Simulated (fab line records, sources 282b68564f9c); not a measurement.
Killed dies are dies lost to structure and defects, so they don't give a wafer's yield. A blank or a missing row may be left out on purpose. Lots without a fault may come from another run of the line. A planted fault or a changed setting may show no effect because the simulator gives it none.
fab line records | flow rit_cmos
record lots=6 wafers=18 last_day=7
route steps=202 shown ACTIVE@3 M1@202
lots that met no fault: from a run of the same line without faults
start_h: hours from the record's first day to the start of the lot's first wafer shown | wait_h: hours since the lot's step before | " the same as in the row above | L1.1+2: a row that stands for several wafers | - no value, or no start given | * or withheld: withheld | < > ~ a bound
route shown NAME@n: a module of which the file shows steps, and the number in the route of the first | usual: mean/standard deviation of fault-free wafers | same: alike in all rows | chamber/n: place in a boat | sites: the reading at each site | _std_site: their standard deviation | _edge_site: outer sites' mean less inner sites' | radius_mm: how far each site lies from the wafer's centre | mask NAME#n: copy n | behind: the tool/chamber that last shaped the wafer | hold: why the lot was held/for how many hours/how that ended | device: the transistor (n, p or np) that didn't switch | end of line: the same wafers' tests at the end of the route | a step without rows: its recipe alone | killed: dies lost to structure and defects at the first sort, not the wafer's yield | map: a wafer's dies, x killed, . not, _ none there
set.NAME: the setting as run; set.NAME@STEP: as run at that earlier step | model.NAME: the simulator's own value behind a step, which no gauge read
lots at some steps of the route; a table a step, a row a wafer
services: from which hour (start_h, from the record's first day; less than 0 if before it) a tool's chamber was out of use, for how many hours, and why
## steps
# step RIT_ACTIVE_THK_MEAS_02
# recipe reads=SiO2_of_ACTIVE_OXIDATION_01
# usual ACTIVE_OXIDE_THK=46.8/1.1
# columns lot.wafer tool chamber start_h wait_h ACTIVE_OXIDE_THK[nm]
L468.4 film_metro-03 - 12.55 0.0 44.6
L468.5 " - " " 44.7
L468.6 " - " " 45.0
L478.2 film_metro-02 - 62.06 0.0 46.7
L478.4 " - " " 46.6
L478.6 " - " " 46.4
L483.2 film_metro-04 - 87.06 0.0 46.5
L483.3 " - " " 46.5
L483.5 " - " " 46.7
L487.3 film_metro-02 - 107.07 0.0 46.8
L487.4 " - " " 46.5
L487.5 " - " " 47.0
L488.2 film_metro-04 - 112.06 0.0 48.5
L488.3 " - " " 48.3
L488.5 " - " " 47.9
L489.1 film_metro-04 - 117.05 0.0 47.8
L489.5 " - " " 47.8
L489.6 " - " " 47.3
# step RIT_ACTIVE_CVD_03
# recipe material=Si3N4 target_thk_nm=150 temp_c=810 precursor=SiH2Cl2/NH3 time_s=1500 pressure_mtorr=294.7 sih2cl2_flow_sccm=60 nh3_flow_sccm=150
# step RIT_ACTIVE_THK_MEAS_04
# recipe reads=Si3N4_of_ACTIVE_CVD_03
# usual ACTIVE_NITRIDE_THK=149.1/1.4
# columns lot.wafer tool chamber start_h wait_h ACTIVE_NITRIDE_THK[nm]
L468.4 film_metro-03 - 14.02 0.0 148.6
L468.5 " - " " 148.8
L468.6 " - " " 148.3
L478.2 film_metro-04 - 63.54 0.0 147.3
L478.4 " - " " 148.9
L478.6 " - " " 148.8
L483.2 film_metro-04 - 88.54 0.0 150.6
L483.3 " - " " 149.9
L483.5 " - " " 150.5
L487.3 film_metro-02 - 108.55 0.0 147.9
L487.4 " - " " 146.9
L487.5 " - " " 149.7
L488.2 film_metro-02 - 113.54 0.0 149.6
L488.3 " - " " 149.8
L488.5 " - " " 148.3
L489.1 film_metro-04 - 118.53 0.0 151.7
L489.5 " - " " 150.8
L489.6 " - " " 151.0
# step RIT_ACTIVE_HMDS_05
# recipe prime_time_s=60 prime_temp_c=140
# step RIT_ACTIVE_COAT_06
# recipe resist=NOVOLAK spin_rpm=3250 resist_thk_nm=1000
# step RIT_ACTIVE_SOFTBAKE_07
# recipe resist=NOVOLAK temp_c=90 time_s=60
# step RIT_ACTIVE_EXPOSE_08
# recipe mask_id=M1 na=0.6 source_shape=conventional sigma_outer=0.6 target_cd_nm=1400 dose_mj=225
# step RIT_ACTIVE_PEB_09
# recipe resist=NOVOLAK temp_c=withheld time_s=withheld
# step RIT_ACTIVE_DEVELOP_10
# recipe resist=NOVOLAK develop_time_s=50 dev_temp_c=22.56
# step RIT_ACTIVE_CD_MEAS_11
# recipe target_cd_nm=1400
# usual cd_nm=1400.0/2.4
# columns lot.wafer tool chamber start_h wait_h cd_nm
L468.4 cd_sem-01 - 15.17 - 1402.8
L468.5 " - " " 1402.9
L468.6 " - " " 1403.3
L478.2 cd_sem-01 - 64.58 - 1401.7
L478.4 " - " " 1399.5
L478.6 " - " " 1401.0
L483.2 cd_sem-01 - 89.58 - 1397.6
L483.3 " - " " 1396.8
L483.5 " - " " 1396.8
L487.3 cd_sem-01 - 109.60 - 1401.3
L487.4 " - " " 1400.9
L487.5 " - " " 1399.7
L488.2 cd_sem-01 - 114.46 - 1401.0
L488.3 " - " " 1402.5
L488.5 " - " " 1401.1
L489.1 cd_sem-01 - 119.44 - 1400.0
L489.5 " - " " 1399.8
L489.6 " - " " 1402.7
# step RIT_ACTIVE_HARDBAKE_12
# recipe resist=NOVOLAK temp_c=140 time_s=60
# step RIT_ACTIVE_ETCH_13
# recipe stop_on=SiO2 chemistry=SF6 target=Si3N4 time_s=210 over_etch_frac=0.4 SF6_flow_sccm=200 pressure_mtorr=260 rf_w=125 target_depth_a=2100
# usual drypump_motor_current_A=5.7/0.4 oes_product_au=0.812/0.014 throttle_valve_pct=7.54/0.076
# columns lot.wafer tool chamber start_h wait_h drypump_motor_current_A oes_product_au rf_hours_counter_h throttle_valve_pct
L468.4 rie_diel-02 3 15.38 0.1 6.0 0.825 117 7.67
L468.5 " 1 " " 5.0 0.829 - 7.44
L468.6 " 0 " " 5.3 0.804 - 7.56
L478.2 rie_diel-02 3 64.83 0.1 6.0 0.819 119 7.66
L478.4 " 2 " " 5.6 0.808 58 7.49
L478.6 " 1 " " 4.9 0.831 - 7.45
L483.2 rie_diel-03 0 89.83 0.1 5.3 0.803 137 7.59
L483.3 " 2 " " 6.1 0.835 138 7.49
L483.5 " 3 " " 5.8 0.818 - 7.43
L487.3 rie_diel-04 0 109.83 0.1 6.3 0.802 6 7.56
L487.4 " 1 " " 5.8 0.809 86 7.48
L487.5 " 3 " " 5.5 0.823 - 7.63
L488.2 rie_diel-04 3 114.71 0.1 5.5 0.830 3 7.63
L488.3 " 0 " " 6.2 0.812 7 7.58
L488.5 " 1 " " 5.7 0.806 - 7.47
L489.1 rie_diel-04 2 119.71 0.1 6.2 0.799 9 7.63
L489.5 " 0 " " 6.2 0.815 - 7.55
L489.6 " 3 " " 5.4 0.828 - 7.63
# step RIT_ACTIVE_STRIP_14
# recipe chemistry=O2 time_s=180 resist=NOVOLAK platen_temp_c=withheld power_w=500 pressure_mtorr=4000 o2_flow_sccm=4000
# usual chamber_pressure_mTorr=4000/4.2 drypump_motor_current_A=5.5/0.38
# columns lot.wafer tool chamber start_h wait_h chamber_pressure_mTorr drypump_motor_current_A rf_hours_counter_h
L468.4 plasma_asher-03 1 15.57 0.1 3995 5.5 -
L468.5 " 0 " " 3998 5.9 -
L468.6 " 1 " " 4009 5.4 -
L478.2 plasma_asher-03 0 64.97 0.1 4002 6.0 45
L478.4 " 1 " " 4005 5.4 -
L478.6 " 1 " " 3995 5.5 -
L483.2 plasma_asher-04 0 89.97 0.1 4002 5.4 50
L483.3 " 0 " " 3999 5.4 -
L483.5 " 0 " " 3995 5.4 -
L487.3 plasma_asher-04 1 110.03 0.1 4806 5.1 -
L487.4 " 0 " " 4803 5.4 -
L487.5 " 0 " " 4799 5.4 -
L488.2 plasma_asher-04 1 114.84 0.1 4794 5.0 53
L488.3 " 1 " " 4798 5.0 -
L488.5 " 0 " " 4805 5.4 -
L489.1 plasma_asher-01 1 119.84 0.1 3998 5.8 36
L489.5 " 1 " " 4002 5.7 -
L489.6 " 0 " " 4004 6.2 -
# step RIT_ACTIVE_CD_MEAS_90
# recipe target_cd_nm=1400
# usual cd_nm=1400.0/2.4
# columns lot.wafer tool chamber start_h wait_h cd_nm
L468.4 cd_sem-01 - 15.75 0.1 1403.3
L468.5 " - " " 1403.1
L468.6 " - " " 1403.3
L478.2 cd_sem-02 - 65.16 0.1 1401.3
L478.4 " - " " 1399.9
L478.6 " - " " 1401.1
L483.2 cd_sem-01 - 90.16 0.1 1397.1
L483.3 " - " " 1396.7
L483.5 " - " " 1396.6
L487.3 cd_sem-01 - 110.18 0.1 1401.6
L487.4 " - " " 1401.0
L487.5 " - " " 1399.8
L488.2 cd_sem-02 - 115.04 0.1 1400.6
L488.3 " - " " 1402.7
L488.5 " - " " 1400.8
L489.1 cd_sem-01 - 120.02 0.1 1400.2
L489.5 " - " " 1399.5
L489.6 " - " " 1402.9
# step RIT_M1_PROBE_99
# usual killed_at_front_end=7/3 killed_dies=7/3 killed_open=3.2/1.8 killed_short=3.5/2.1
# same gross_dies=264 killed_at_M0_to_M3=0 killed_at_M4_up=0 killed_at_back_side=0 killed_at_contacts=0 killed_at_other=0
# columns lot.wafer tool chamber start_h wait_h killed_at_front_end killed_dies killed_open killed_short
L468.4 prober-01 - 58.93 0.2 5 5 0 5
L468.5 prober-01 - 58.98 0.2 2 2 0 2
L468.6 prober-01 - 59.03 0.2 5 5 2 3
L478.2 prober-02 - 107.14 0.1 4 4 3 1
L478.4 prober-02 - 107.24 0.2 7 7 3 4
L478.6 prober-02 - 107.34 0.2 2 2 0 2
L483.2 prober-01 - 132.67 0.1 2 2 1 1
L483.3 prober-01 - 132.72 0.2 8 8 3 5
L483.5 prober-01 - 132.82 0.2 6 6 3 3
L487.3 prober-01 - 153.01 0.2 6 6 3 3
L487.4 prober-01 - 153.06 0.2 6 6 3 3
L487.5 prober-01 - 153.11 0.2 6 6 3 3
L488.2 prober-02 - 159.52 0.1 5 5 3 2
L488.3 prober-02 - 159.57 0.2 7 7 5 2
L488.5 prober-02 - 159.67 0.2 7 7 2 5
L489.1 prober-01 - 163.72 0.1 6 6 3 3
L489.5 prober-01 - 163.92 0.2 4 4 2 2
L489.6 prober-01 - 163.97 0.2 5 5 2 3
# killed by level:class
L468.4 FOX1:geometric_particle:short=3 SPACER:geometric_particle:short=2
L468.5 FOX1:geometric_particle:short=1 REOX:geometric_particle:short=1
L468.6 FOX1:geometric_particle:open=2 FOX1:geometric_particle:short=2 FOX2:geometric_particle:short=1
L478.2 FOX1:geometric_particle:open=2 FOX1:geometric_particle:short=1 SILICIDE:geometric_particle:open=1
L478.4 FOX1:geometric_particle:short=2 FOX1:geometric_particle:open=1 FOX2:geometric_particle:open=1 FOX2:geometric_particle:short=1 REOX:geometric_particle:open=1 SILICIDE:geometric_particle:short=1
L478.6 GATE:geometric_particle:short=1 SPACER:geometric_particle:short=1
L483.2 GATE:geometric_particle:open=1 GATE:geometric_particle:short=1
L483.3 GATE:geometric_particle:short=3 GATE:geometric_particle:open=2 SPACER:geometric_particle:short=2 FOX1:geometric_particle:open=1
L483.5 GATE:geometric_particle:open=3 SPACER:geometric_particle:short=2 FOX2:geometric_particle:short=1
L487.3 SILICIDE:geometric_particle:short=2 FOX1:geometric_particle:open=1 GATE:geometric_particle:open=1 GATE:geometric_particle:short=1 SILICIDE:geometric_particle:open=1
L487.4 FOX2:geometric_particle:short=2 GATE:geometric_particle:open=2 FOX2:geometric_particle:open=1 SPACER:geometric_particle:short=1
L487.5 SPACER:geometric_particle:open=2 FOX2:geometric_particle:short=1 FOX2:geometric_particle:open=1 GATE:geometric_particle:short=1 SPACER:geometric_particle:short=1
L488.2 GATE:geometric_particle:open=1 SPACER:geometric_particle:short=1 SPACER:geometric_particle:open=1 SILICIDE:geometric_particle:open=1 SILICIDE:geometric_particle:short=1
L488.3 FOX2:geometric_particle:open=3 FOX1:geometric_particle:open=2 GATE:geometric_particle:short=2
L488.5 GATE:geometric_particle:short=2 SILICIDE:geometric_particle:short=2 FOX2:geometric_particle:open=1 FOX2:geometric_particle:short=1 SPACER:geometric_particle:open=1
L489.1 GATE:geometric_particle:open=2 FOX2:geometric_particle:open=1 FOX2:geometric_particle:short=1 GATE:geometric_particle:short=1 REOX:geometric_particle:short=1
L489.5 FOX1:geometric_particle:short=1 FOX2:geometric_particle:open=1 GATE:geometric_particle:short=1 REOX:geometric_particle:open=1
L489.6 FOX1:geometric_particle:open=2 SPACER:geometric_particle:short=2 FOX1:geometric_particle:short=1
## services
# columns tool chamber start_h hours kind
rie_diel-03 0 22.45 14.5 repair
plasma_asher-03 - 25.21 1.6 repair
plasma_asher-03 - 25.40 3.0 repair
rie_diel-03 2 26.62 7.9 repair
rie_diel-02 1 32.02 2.8 repair
rie_diel-02 1 58.30 5.1 repair
plasma_asher-03 - 60.21 2.8 pm
plasma_asher-03 - 81.50 28.1 pm
rie_diel-03 1 82.04 5.8 repair
rie_diel-02 1 90.58 3.9 repair
rie_diel-02 2 104.33 14.5 repair
rie_diel-04 - 116.13 2.8 pm
## key
first_sign step=RIT_ACTIVE_STRIP_14 reading=chamber_pressure_mTorr direction=up sigmas=99+ usual=4000 struck=4801
effect none on later readings
met_at RIT_ACTIVE_STRIP_14
struck_wafers L487.3,L487.4,L487.5,L488.2,L488.3,L488.5
tester_left_out L487,L488
onset_between 89.97 110.03
fault kind=process_parameter_drift tool=plasma_asher-04 chamber=- onset_h=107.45 steps=RIT_ACTIVE_STRIP_14 channel=pressure_mtorr offset=800 shape=step end_h=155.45 acts_in=these_recipes_only stated=4000
# tester_left_out: of these lots the tester's yield and bins aren't shown, on N5 and GAA mostly nor the transistor test; their killed dies are dies lost to structure and defects alone, not to doping, threshold or leakage, so they don't give the yield
